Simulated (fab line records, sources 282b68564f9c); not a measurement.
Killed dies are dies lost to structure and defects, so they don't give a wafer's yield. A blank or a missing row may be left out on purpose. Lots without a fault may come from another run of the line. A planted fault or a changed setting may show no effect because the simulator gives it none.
Which tool did it? | flow rit_cmos | 14 lots, 42 wafers sampled, at 3 steps of a route of 202

WHAT THE GAUGES READ, wafer by wafer
RIT_GATE_THK_MEAS_09.
lot  | measured    | on            | GATE_POLY_THK (nm)
L333 | day 2 16:26 | film_metro-01 | 252.5 253.4 250.5
L334 | day 2 21:16 | film_metro-04 | 256.1 256.3 255.9
L335 | day 3 02:44 | film_metro-02 | 251.3 248.7 250.4
L337 | day 3 16:55 | film_metro-04 | 254.6 258.2 254.6
L338 | day 3 23:49 | film_metro-02 | 247.6 245.4 244.3
L339 | day 4 02:41 | film_metro-01 | 249.0 248.0 250.0
L340 | day 4 13:14 | film_metro-04 | 250.7 252.5 251.2
L341 | day 4 17:25 | film_metro-01 | 253.1 251.2 251.5
L342 | day 4 17:25 | film_metro-04 | 254.7 253.8 257.6
L343 | day 5 00:56 | film_metro-01 | 247.0 246.3 249.5
L345 | day 5 05:34 | film_metro-01 | 266.4 267.0 268.7
L347 | day 5 15:41 | film_metro-02 | 269.2 270.0 267.3
L351 | day 6 12:51 | film_metro-04 | 249.8 251.5 250.5
L352 | day 6 15:29 | film_metro-02 | 249.4 250.4 249.9

WHICH TOOL RAN EACH LOT (tool, then ch and the chambers of the sampled wafers, then the start)
lot  | RIT_ACTIVE_ETCH_13                | RIT_GATE_CVD_08
L333 | rie_diel-02 ch 1,2,3, day 1 19:50 | lpcvd-02 ch 0, day 2 14:49
L334 | rie_diel-01 ch 1,3, day 2 00:50   | lpcvd-01 ch 0, day 2 19:38
L335 | rie_diel-01 ch 0,1,2, day 2 05:50 | lpcvd-02 ch 0, day 3 01:07
L337 | rie_diel-04 ch 0,2, day 2 15:43   | lpcvd-02 ch 0, day 3 14:29
L338 | rie_diel-01 ch 1,2,3, day 2 20:43 | lpcvd-01 ch 0, day 3 22:10
L339 | rie_diel-02 ch 0,1, day 3 01:52   | lpcvd-01 ch 1, day 4 01:03
L340 | rie_diel-02 ch 0,1,3, day 3 06:51 | lpcvd-01 ch 0, day 4 11:37
L341 | rie_diel-02 ch 1,3, day 3 13:50   | lpcvd-02 ch 0, day 4 15:48
L342 | rie_diel-04 ch 1,2, day 3 16:50   | lpcvd-02 ch 0, day 4 15:48
L343 | rie_diel-04 ch 1,2, day 4 00:19   | lpcvd-01 ch 0, day 4 23:19
L345 | rie_diel-04 ch 1,2,3, day 4 09:14 | lpcvd-01 ch 0, day 5 03:56
L347 | rie_diel-01 ch 0,3, day 4 18:04   | lpcvd-01 ch 0, day 5 14:04
L351 | rie_diel-01 ch 0,1,2, day 5 15:40 | lpcvd-02 ch 0, day 6 11:13
L352 | rie_diel-04 ch 0,2,3, day 5 18:45 | lpcvd-02 ch 0, day 6 13:52
- RIT_ACTIVE_ETCH_13: etches Si3N4 in SF6, stops on SiO2, time 210 s, target depth 210 nm.
- RIT_GATE_CVD_08: deposits poly-Si from SiH4, target thk 250 nm, time 2220 s.

WHAT THE TOOLS THEMSELVES READ (means of the sampled wafers that have a number; where no wafer has one, the mark that the record gives instead)
RIT_ACTIVE_ETCH_13.
lot  | tool        | chamber_pressure_mTorr (mTorr) | drypump_motor_current_A (A) | oes_product_au (a.u.) | throttle_valve_pct (%)
L333 | rie_diel-02 | 260.05                         | 6.0                         | 0.824                 | 7.45
L334 | rie_diel-01 | 259.73                         | 5.6                         | 0.827                 | 7.56
L335 | rie_diel-01 | 260.02                         | 5.3                         | 0.818                 | 7.57
L337 | rie_diel-04 | 259.93                         | 5.7                         | 0.821                 | 7.31
L338 | rie_diel-01 | 260.21                         | 5.5                         | 0.824                 | 7.59
L339 | rie_diel-02 | 260.07                         | 6.2                         | 0.844                 | 7.56
L340 | rie_diel-02 | 260.16                         | 6.2                         | 0.830                 | 7.57
L341 | rie_diel-02 | 260.25                         | 6.2                         | 0.839                 | 7.51
L342 | rie_diel-04 | 259.84                         | 5.8                         | 0.809                 | 7.36
L343 | rie_diel-04 | 260.10                         | 5.6                         | 0.829                 | 7.35
L345 | rie_diel-04 | 260.16                         | 5.6                         | 0.822                 | 7.44
L347 | rie_diel-01 | 259.89                         | 5.3                         | 0.832                 | 7.51
L351 | rie_diel-01 | 260.05                         | 5.3                         | 0.818                 | 7.57
L352 | rie_diel-04 | 260.08                         | 5.5                         | 0.825                 | 7.41

RIT_GATE_CVD_08.
lot  | tool     | pressure_mtorr (mTorr) | zone_power_source_pct (%)
L333 | lpcvd-02 | 300.5                  | 10.2
L334 | lpcvd-01 | 299.2                  | 11.3
L335 | lpcvd-02 | 299.9                  | 10.2
L337 | lpcvd-02 | 299.3                  | 10.2
L338 | lpcvd-01 | 299.8                  | 11.3
L339 | lpcvd-01 | 299.9                  | 10.4
L340 | lpcvd-01 | 300.0                  | 11.4
L341 | lpcvd-02 | 300.3                  | 10.3
L342 | lpcvd-02 | 300.7                  | 10.3
L343 | lpcvd-01 | 299.2                  | 11.5
L345 | lpcvd-01 | 300.7                  | 11.4
L347 | lpcvd-01 | 300.4                  | 11.3
L351 | lpcvd-02 | 299.9                  | 10.2
L352 | lpcvd-02 | 300.9                  | 10.3

THE ANSWER, worked out from the rows above alone
Rule: what is usual is taken from the lots themselves. Put in order of their means at a reading, lots are off if they are a third of the lots or fewer, leave a main group of 4 or more, and stand apart from it by a gap of 3 or more times the standard deviation of the main group's means; of several such gaps the widest counts. A main group whose means are all the same, to the digits that the tables above print for the reading, isn't used. A lot without any number at a reading at which 4 lots or more have one is off too. The other lots that the step has rows for count as sound. The gauges are gone through in route order, then the tools' own readings, and for those a lot's mean is taken as printed above. The first step at which some lot is off is used, and at that step the reading that is off furthest; a lot without a number counts as furthest.
Off: L345, L347, at RIT_GATE_THK_MEAS_09 (GATE_POLY_THK). The main group: mean 251.3 nm, standard deviation 3.1.
A tool fits if, at a process step before that reading, it ran every lot that is off, and no sound lot after the first of them. The gauges at RIT_GATE_THK_MEAS_09 are tried like those tools. One fits: lpcvd-01 at RIT_GATE_CVD_08. Its last sound lot is L343 (day 4 23:19), its first lot that is off L345 (day 5 03:56): a fault that began between those two fits.

WHAT THE SIMULATOR HAD PUT IN
Process parameter drift: lpcvd-01, from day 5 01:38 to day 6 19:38, at RIT_GATE_CVD_08. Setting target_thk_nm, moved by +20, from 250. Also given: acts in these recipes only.
Lots struck among those shown: L345, L347. The rule above found the same.
